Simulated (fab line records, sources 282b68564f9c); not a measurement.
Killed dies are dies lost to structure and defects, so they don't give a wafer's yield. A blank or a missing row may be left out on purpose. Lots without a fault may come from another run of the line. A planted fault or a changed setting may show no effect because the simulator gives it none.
fab line records | flow rit_cmos | part 2 of 2: steps 29 to 40 of 40
record lots=5 wafers=15 last_day=7
route steps=202 shown ACTIVE@12 FOX1@20 FOX2@23 NWELL@28 PWELL@39 WELLDRIVE@50
lots that met no fault: from a run of the same line without faults
start_h: hours from the record's first day to the start of the lot's first wafer shown | wait_h: hours since the lot's step before | " the same as in the row above | L1.1+2: a row that stands for several wafers | - no value, or no start given | * or withheld: withheld | < > ~ a bound
route shown NAME@n: a module of which the file shows steps, and the number in the route of the first | usual: mean/standard deviation of fault-free wafers | same: alike in all rows | chamber/n: place in a boat | sites: the reading at each site | _std_site: their standard deviation | _edge_site: outer sites' mean less inner sites' | radius_mm: how far each site lies from the wafer's centre | mask NAME#n: copy n | behind: the tool/chamber that last shaped the wafer | hold: why the lot was held/for how many hours/how that ended | device: the transistor (n, p or np) that didn't switch | end of line: the same wafers' tests at the end of the route | a step without rows: its recipe alone | killed: dies lost to structure and defects at the first sort, not the wafer's yield | map: a wafer's dies, x killed, . not, _ none there
set.NAME: the setting as run; set.NAME@STEP: as run at that earlier step | model.NAME: the simulator's own value behind a step, which no gauge read
lots at some steps of the route; a table a step, a row a wafer
services: from which hour (start_h, from the record's first day; less than 0 if before it) a tool's chamber was out of use, for how many hours, and why
## steps
# step RIT_PWELL_COAT_01
# recipe resist=NOVOLAK spin_rpm=2000 resist_thk_nm=1300
# usual exhaust_pa=44.9/0.87
# columns lot.wafer tool chamber start_h wait_h exhaust_pa
L074.1 litho_track-03 0 21.73 0.1 44.9
L074.2 " 0 " " 44.8
L074.5 " 0 " " 43.9
L078.1 litho_track-01 0 46.45 0.1 44.6
L078.2 " 0 " " 44.0
L078.3 " 0 " " 45.0
L080.2 litho_track-04 0 52.77 0.1 46.0
L080.3 " 0 " " 46.1
L080.5 " 0 " " 45.9
L093.1 litho_track-01 0 116.79 0.1 42.8
L093.4 " 0 " " 44.2
L093.5 " 0 " " 43.4
L095.2 litho_track-04 0 127.86 0.1 46.3
L095.3 " 0 " " 46.3
L095.5 " 0 " " 44.5
# step RIT_PWELL_SOFTBAKE_02
# recipe resist=NOVOLAK temp_c=90 time_s=60
# usual exhaust_pa=45.0/0.94
# columns lot.wafer tool chamber start_h wait_h exhaust_pa
L074.1 litho_track-03 0 21.88 0.1 44.8
L074.2 " 0 " " 43.9
L074.5 " 0 " " 45.1
L078.1 litho_track-01 0 46.60 0.1 45.8
L078.2 " 0 " " 43.9
L078.3 " 0 " " 45.5
L080.2 litho_track-04 0 52.92 0.1 43.8
L080.3 " 0 " " 43.7
L080.5 " 0 " " 45.5
L093.1 litho_track-01 0 116.94 0.1 43.8
L093.4 " 0 " " 43.9
L093.5 " 0 " " 43.9
L095.2 litho_track-04 0 128.01 0.1 44.9
L095.3 " 0 " " 45.8
L095.5 " 0 " " 44.8
# step RIT_PWELL_EXPOSE_03
# recipe mask_id=M3 na=0.57 target_cd_nm=43700 dose_mj=250
# usual exposure_dose_mJ_cm2=250.01/0.25
# columns lot.wafer tool chamber start_h wait_h mask exposure_dose_mJ_cm2
L074.1 iline_stepper-02 0 22.03 0.1 M3#0 249.72
L074.2 " 0 " " M3#0 250.01
L074.5 " 0 " " M3#0 250.10
L078.1 iline_stepper-02 0 46.88 0.2 M3#0 250.48
L078.2 " 0 " " M3#0 250.75
L078.3 " 0 " " M3#0 250.43
L080.2 iline_stepper-02 0 53.07 0.1 M3#0 249.87
L080.3 " 0 " " M3#0 250.48
L080.5 " 0 " " M3#0 249.91
L093.1 iline_stepper-01 0 117.22 0.2 M3#0 249.57
L093.4 " 0 " " M3#0 249.75
L093.5 " 0 " " M3#0 249.83
L095.2 iline_stepper-02 0 128.28 0.2 M3#0 249.98
L095.3 " 0 " " M3#0 249.63
L095.5 " 0 " " M3#0 250.21
# step RIT_PWELL_PEB_04
# recipe resist=NOVOLAK temp_c=withheld time_s=withheld
# usual exhaust_pa=44.8/0.99
# columns lot.wafer tool chamber start_h wait_h exhaust_pa
L074.1 litho_track-03 0 22.15 0.1 45.1
L074.2 " 0 " " 44.1
L074.5 " 0 " " 44.0
L078.1 litho_track-03 0 47.00 0.1 45.3
L078.2 " 0 " " 44.3
L078.3 " 0 " " 44.4
L080.2 litho_track-04 0 53.19 0.1 42.3
L080.3 " 0 " " 44.8
L080.5 " 0 " " 44.2
L093.1 litho_track-04 0 117.33 0.1 45.4
L093.4 " 0 " " 44.9
L093.5 " 0 " " 44.5
L095.2 litho_track-03 0 128.54 0.2 45.0
L095.3 " 0 " " 45.5
L095.5 " 0 " " 45.1
# step RIT_PWELL_DEVELOP_05
# recipe resist=NOVOLAK develop_time_s=68 dev_temp_c=23
# usual exhaust_pa=45.1/0.81
# columns lot.wafer tool chamber start_h wait_h exhaust_pa
L074.1 litho_track-03 0 - - 44.7
L074.2 " 0 " " 44.5
L074.5 " 0 " " 45.8
L078.1 litho_track-03 0 - - 45.1
L078.2 " 0 " " 45.1
L078.3 " 0 " " 45.4
L080.2 litho_track-04 0 - - 45.3
L080.3 " 0 " " 45.7
L080.5 " 0 " " 45.0
L093.1 litho_track-04 0 - - 45.3
L093.4 " 0 " " 45.7
L093.5 " 0 " " 44.8
L095.2 litho_track-03 0 - - 44.7
L095.3 " 0 " " 45.6
L095.5 " 0 " " 45.5
# step RIT_PWELL_OVL_MEAS_06
# usual PWELL_OVL=-0.3/1
# columns lot.wafer tool chamber start_h wait_h PWELL_OVL[nm]
L074.1 overlay-01 - 22.46 - -1.0
L074.2 " - " " -0.7
L074.5 " - " " -1.9
L078.1 overlay-01 - 47.31 - 0.1
L078.2 " - " " 0.7
L078.3 " - " " 1.3
L080.2 overlay-02 - 53.48 - -1.4
L080.3 " - " " -1.6
L080.5 " - " " -2.5
L093.1 overlay-01 - 117.65 - -1.3
L093.4 " - " " -0.3
L093.5 " - " " -1.0
L095.2 overlay-02 - 128.83 - 0.4
L095.3 " - " " 0.9
L095.5 " - " " 0.2
# step RIT_PWELL_HARDBAKE_07
# recipe resist=NOVOLAK temp_c=140 time_s=120
# usual exhaust_pa=45.1/1
# columns lot.wafer tool chamber start_h wait_h exhaust_pa
L074.1 litho_track-03 0 22.50 0.0 45.8
L074.2 " 0 " " 44.0
L074.5 " 0 " " 43.6
L078.1 litho_track-01 0 47.35 0.0 44.6
L078.2 " 0 " " 44.9
L078.3 " 0 " " 44.7
L080.2 litho_track-01 0 53.56 0.1 45.6
L080.3 " 0 " " 44.9
L080.5 " 0 " " 44.8
L093.1 litho_track-03 0 117.68 0.0 45.2
L093.4 " 0 " " 46.2
L093.5 " 0 " " 45.7
L095.2 litho_track-01 0 128.90 0.1 44.9
L095.3 " 0 " " 44.6
L095.5 " 0 " " 44.9
# step RIT_PWELL_IMPLANT_08
# recipe species=B energy_kev=171.1 dose_cm2=7e+13 tilt_deg=7
# usual beam_energy_keV=171.10/0.056
# columns lot.wafer tool chamber start_h wait_h beam_energy_keV
L074.1 implanter-02 0 22.75 0.2 171.09
L074.2 " 0 " " 171.07
L074.5 " 0 " " 171.04
L078.1 implanter-03 0 47.60 0.2 171.10
L078.2 " 0 " " 171.14
L078.3 " 0 " " 171.12
L080.2 implanter-04 0 53.79 0.2 171.17
L080.3 " 0 " " 171.16
L080.5 " 0 " " 171.14
L093.1 implanter-04 0 117.93 0.2 171.10
L093.4 " 0 " " 171.16
L093.5 " 0 " " 171.17
L095.2 implanter-04 0 129.14 0.2 171.05
L095.3 " 0 " " 171.09
L095.5 " 0 " " 171.07
# step RIT_PWELL_STRIP_09
# recipe chemistry=O2 time_s=180 resist=NOVOLAK platen_temp_c=withheld power_w=500 pressure_mtorr=4000 o2_flow_sccm=4000
# usual drypump_motor_current_A=5.7/0.31
# columns lot.wafer tool chamber start_h wait_h drypump_motor_current_A rf_hours_counter_h
L074.1 plasma_asher-04 0 22.90 0.1 5.0 22
L074.2 " 1 " " 5.5 22
L074.5 " 1 " " 5.5 -
L078.1 plasma_asher-02 1 47.75 0.1 5.9 41
L078.2 " 0 " " 5.7 41
L078.3 " 0 " " 5.7 -
L080.2 plasma_asher-03 0 53.91 0.1 5.7 40
L080.3 " 1 " " 6.0 -
L080.5 " 1 " " 6.1 -
L093.1 plasma_asher-03 0 118.08 0.1 5.7 48
L093.4 " 0 " " 5.7 -
L093.5 " 1 " " 6.0 -
L095.2 plasma_asher-03 1 129.26 0.1 6.0 49
L095.3 " 0 " " 5.7 -
L095.5 " 0 " " 5.7 -
# step RIT_PWELL_TW_MEAS_10
# usual PWELL_TW=946/12
# columns lot.wafer tool chamber start_h wait_h PWELL_TW
L074.1 film_metro-04 - 23.07 0.1 952
L074.2 " - " " 952
L074.5 " - " " 959
L078.1 film_metro-02 - 47.92 0.1 954
L078.2 " - " " 950
L078.3 " - " " 955
L080.2 film_metro-04 - 54.10 0.1 954
L080.3 " - " " 952
L080.5 " - " " 952
L093.1 film_metro-01 - 118.26 0.1 929
L093.4 " - " " 935
L093.5 " - " " 934
L095.2 film_metro-01 - 129.45 0.1 934
L095.3 " - " " 933
L095.5 " - " " 933
# step RIT_WELLDRIVE_ANNEAL_00
# recipe temp_c=1100 time_s=14700 ambient=N2
# columns lot.wafer tool chamber start_h wait_h
L074.1+2+5 furnace-03 0 23.30 0.2
L078.1+2+3 furnace-03 0 48.13 0.2
L080.2+3+5 furnace-03 0 55.76 1.7
L093.1+4+5 furnace-04 0 119.69 1.4
L095.2+3+5 furnace-01 0 130.73 1.3
# step RIT_WELLDRIVE_RS_MEAS_01
# recipe thk_meas_gauge=four-point-probe
# usual NWELL_RS=275.5/0.7
# columns lot.wafer tool chamber start_h wait_h NWELL_RS[ohm/sq]
L074.1 film_metro-01 - 28.38 0.0 275.2
L074.2 " - " " 275.2
L074.5 " - " " 275.4
L078.1 film_metro-04 - 53.21 0.0 275.5
L078.2 " - " " 275.8
L078.3 " - " " 275.4
L080.2 film_metro-04 - 60.86 0.0 275.0
L080.3 " - " " 274.6
L080.5 " - " " 275.1
L093.1 film_metro-01 - 124.77 0.0 275.9
L093.4 " - " " 276.6
L093.5 " - " " 275.0
L095.2 film_metro-01 - 135.83 0.0 275.8
L095.3 " - " " 276.0
L095.5 " - " " 275.3
## services
# columns tool chamber start_h hours kind
furnace-01 - -0.48 3.2 pm
furnace-01 - 0.75 7.9 repair
implanter-01 - 1.63 2.7 repair
iline_stepper-02 - 1.99 4.6 repair
furnace-04 - 29.45 3.9 pm
wet_bench-01 - 29.57 2.7 repair
wet_bench-02 - 33.48 1.9 pm
implanter-04 - 35.09 3.4 repair
iline_stepper-01 - 40.79 1.7 pm
furnace-04 - 54.69 2.9 pm
plasma_asher-01 - 55.06 1.2 repair
furnace-01 - 56.98 3.1 pm
wet_bench-01 - 63.10 2.8 repair
implanter-04 - 64.76 1.3 repair
iline_stepper-02 - 69.05 0.9 repair
implanter-04 - 69.34 5.4 repair
plasma_asher-02 - 72.75 2.8 pm
implanter-01 - 82.18 4.4 pm
implanter-04 - 94.46 5.6 pm
plasma_asher-01 - 108.90 9.0 pm
wet_bench-03 - 118.87 1.9 pm
furnace-03 - 122.54 4.2 pm
implanter-04 - 123.43 2.4 repair
furnace-03 - 126.74 3.4 pm
